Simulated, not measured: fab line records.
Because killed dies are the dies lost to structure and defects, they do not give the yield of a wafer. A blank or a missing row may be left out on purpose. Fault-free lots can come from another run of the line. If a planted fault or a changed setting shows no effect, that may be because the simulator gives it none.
Which tool is to blame? :: flow ritCmos :: 14 lots, 42 wafers sampled, at 2 steps of a route of 202

## WHAT THE GAUGES READ, wafer by wafer
RIT_GATE_THK_MEAS_07. Usual: GATE_OXIDE_THK gives 2.98 nm (standard deviation 0.062).
lot: L771
measured: day 2 13:38
on: filmMetro-04
GATE_OXIDE_THK (nm): 3.10 3.05 2.98
flag: 

lot: L773
measured: day 3 05:08
on: filmMetro-02
GATE_OXIDE_THK (nm): 3.00 3.04 3.01
flag: 

lot: L774
measured: day 3 05:08
on: filmMetro-04
GATE_OXIDE_THK (nm): 2.96 2.99 3.03
flag: 

lot: L775
measured: day 3 16:50
on: filmMetro-02
GATE_OXIDE_THK (nm): 2.91 2.95 2.90
flag: 

lot: L776
measured: day 3 20:06
on: filmMetro-02
GATE_OXIDE_THK (nm): 2.88 2.94 2.99
flag: 

lot: L777
measured: day 4 05:52
on: filmMetro-01
GATE_OXIDE_THK (nm): 2.95 2.89 2.96
flag: 

lot: L780
measured: day 4 13:25
on: filmMetro-02
GATE_OXIDE_THK (nm): 3.02 3.04 3.03
flag: 

lot: L782
measured: day 5 00:32
on: filmMetro-02
GATE_OXIDE_THK (nm): 2.99 2.91 2.92
flag: 

lot: L783
measured: day 5 01:55
on: filmMetro-04
GATE_OXIDE_THK (nm): 2.14 2.19 2.15
flag: OFF

lot: L784
measured: day 5 06:50
on: filmMetro-02
GATE_OXIDE_THK (nm): 2.02 2.09 2.02
flag: OFF

lot: L787
measured: day 5 21:21
on: filmMetro-04
GATE_OXIDE_THK (nm): 2.99 3.02 3.04
flag: 

lot: L792
measured: day 6 20:21
on: filmMetro-04
GATE_OXIDE_THK (nm): 3.06 3.07 3.13
flag: 

lot: L793
measured: day 7 07:58
on: filmMetro-04
GATE_OXIDE_THK (nm): 3.01 2.98 3.02
flag: 

lot: L794
measured: day 7 10:36
on: filmMetro-01
GATE_OXIDE_THK (nm): 2.84 2.97 2.94
flag: 

## EACH LOT AND THE TOOL THAT RAN IT (in order: tool; ch and the chambers of the sampled wafers; start)
lot: L771
RIT_GATE_OXIDATION_05: furnace-04 ch 0, day 2 10:22

lot: L773
RIT_GATE_OXIDATION_05: furnace-03 ch 0, day 2 23:16

lot: L774
RIT_GATE_OXIDATION_05: furnace-03 ch 0, day 2 23:16

lot: L775
RIT_GATE_OXIDATION_05: furnace-03 ch 0, day 3 14:11

lot: L776
RIT_GATE_OXIDATION_05: furnace-04 ch 0, day 3 18:16

lot: L777
RIT_GATE_OXIDATION_05: furnace-01 ch 0, day 4 02:25

lot: L780
RIT_GATE_OXIDATION_05: furnace-04 ch 0, day 4 11:01

lot: L782
RIT_GATE_OXIDATION_05: furnace-03 ch 0, day 4 23:01

lot: L783
RIT_GATE_OXIDATION_05: furnace-04 ch 0, day 5 00:35

lot: L784
RIT_GATE_OXIDATION_05: furnace-04 ch 0, day 5 03:32

lot: L787
RIT_GATE_OXIDATION_05: furnace-03 ch 0, day 5 18:43

lot: L792
RIT_GATE_OXIDATION_05: furnace-01 ch 0, day 6 18:52

lot: L793
RIT_GATE_OXIDATION_05: furnace-03 ch 0, day 7 02:08

lot: L794
RIT_GATE_OXIDATION_05: furnace-03 ch 0, day 7 07:57
- RIT_GATE_OXIDATION_05: target thk 3 nm, ox time 270 s.

## AS READ BY THE TOOLS THEMSELVES (means over the sampled wafers that have a number; for cases with no such wafer, the mark the record gives instead)
RIT_GATE_OXIDATION_05. Usual: oxTempCMax 904.6, standard deviation 1.9; spikeTcCentreC 902.8 C, standard deviation 2.3.
lot: L771
tool: furnace-04
oxTempCMax: 906.9
spikeTcCentreC (C): 902.7
flag: 

lot: L773
tool: furnace-03
oxTempCMax: 902.8
spikeTcCentreC (C): 903.8
flag: 

lot: L774
tool: furnace-03
oxTempCMax: 902.6
spikeTcCentreC (C): 904.7
flag: 

lot: L775
tool: furnace-03
oxTempCMax: 903.3
spikeTcCentreC (C): 904.4
flag: 

lot: L776
tool: furnace-04
oxTempCMax: 907.2
spikeTcCentreC (C): 901.2
flag: 

lot: L777
tool: furnace-01
oxTempCMax: 904.6
spikeTcCentreC (C): 899.5
flag: 

lot: L780
tool: furnace-04
oxTempCMax: 907.4
spikeTcCentreC (C): 902.1
flag: 

lot: L782
tool: furnace-03
oxTempCMax: 903.4
spikeTcCentreC (C): 904.6
flag: 

lot: L783
tool: furnace-04
oxTempCMax: 907.6
spikeTcCentreC (C): 902.1
flag: 

lot: L784
tool: furnace-04
oxTempCMax: 908.4
spikeTcCentreC (C): 902.4
flag: 

lot: L787
tool: furnace-03
oxTempCMax: 903.3
spikeTcCentreC (C): 904.5
flag: 

lot: L792
tool: furnace-01
oxTempCMax: 904.3
spikeTcCentreC (C): 899.9
flag: 

lot: L793
tool: furnace-03
oxTempCMax: 903.3
spikeTcCentreC (C): 905.2
flag: 

lot: L794
tool: furnace-03
oxTempCMax: 903.3
spikeTcCentreC (C): 904.0
flag: 

## THE ANSWER, worked out from the rows above alone
Rule: a lot counts as off when the mean over its wafers that have a number is more than 3 standard deviations away from the usual mean. Also off: a lot with no number at a reading for which 4 or more lots have one. All remaining lots with rows at the step are treated as sound. The gauges are gone through in route order, then the tools' own readings, and for those a lot's mean is taken as printed above. The first step at which some lot is off is used, and at that step the reading that is off furthest; a lot without a number counts as furthest.
Off: L783, L784, at RIT_GATE_THK_MEAS_07 (GATE_OXIDE_THK).
If a tool, at a process step before that reading, ran all the lots that are off and no sound lot after the first of them, it fits. The gauges at RIT_GATE_THK_MEAS_07 are tried like those tools. One fits: RIT_GATE_OXIDATION_05 on furnace-04. A fault onset in the window from L780 (day 4 11:01, its last sound lot) to L783 (day 5 00:35, its first lot off) fits.

## WHAT THE SIMULATOR HAD INSERTED
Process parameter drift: furnace-04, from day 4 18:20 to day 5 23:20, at RIT_GATE_OXIDATION_05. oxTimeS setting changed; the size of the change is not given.
Lots struck among those shown: L783, L784. Same finding as the rule above.
